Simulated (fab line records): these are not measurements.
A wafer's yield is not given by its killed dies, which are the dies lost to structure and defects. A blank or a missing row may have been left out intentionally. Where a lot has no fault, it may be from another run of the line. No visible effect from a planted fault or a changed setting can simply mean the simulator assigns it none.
Which tool did it? -- flow rit-cmos -- 7 lots with 21 wafers sampled at 2 steps, on a route of 202 steps

WHAT THE GAUGES READ, wafer by wafer
RIT_SDANNEAL_RS_MEAS_04: the measuring method here is four-point-probe.
lot,measured,on,PSD_RS (ohm/sq)
L643,day 3 16:41,film-metro-02,115.92 115.87 115.89
L646,day 4 06:00,film-metro-03,115.98 115.54 115.87
L649,day 4 19:43,film-metro-02,115.92 116.09 116.09
L651,day 5 02:59,film-metro-02,115.65 116.08 116.11
L656,day 6 05:05,film-metro-01,116.20 115.75 115.66
L661,day 7 04:49,film-metro-03,115.55 115.65 115.52
L664,day 7 21:46,film-metro-02,115.96 115.94 116.12

EACH LOT AND THE TOOL THAT RAN IT (in order: tool; ch and the chambers of the sampled wafers; start)
lot,RIT_PSD_IMPLANT_08
L643,"implanter-03 ch 0, day 3 15:52"
L646,"implanter-02 ch 0, day 4 05:11"
L649,"implanter-03 ch 0, day 4 18:52"
L651,"implanter-02 ch 0, day 5 02:10"
L656,"implanter-01 ch 0, day 6 04:13"
L661,"implanter-01 ch 0, day 7 04:00"
L664,"implanter-01 ch 0, day 7 20:56"
- RIT_PSD_IMPLANT_08

THE ANSWER, worked out from the rows above alone
Rule: what is usual is taken from the lots themselves. Put in order of their means at a reading, lots are off if they are a third of the lots or fewer, leave a main group of 4 or more, and stand apart from it by a gap of 3 or more times the standard deviation of the main group's means; of several such gaps the widest counts. A main group is skipped when, at the precision printed for the reading in the tables above, its means are all equal. A lot without any number at a reading at which 4 lots or more have one is off too. The other lots that the step has rows for count as sound.
None of the lots is off at any reading shown; this tells nothing.

WHAT THE SIMULATOR HAD PUT IN
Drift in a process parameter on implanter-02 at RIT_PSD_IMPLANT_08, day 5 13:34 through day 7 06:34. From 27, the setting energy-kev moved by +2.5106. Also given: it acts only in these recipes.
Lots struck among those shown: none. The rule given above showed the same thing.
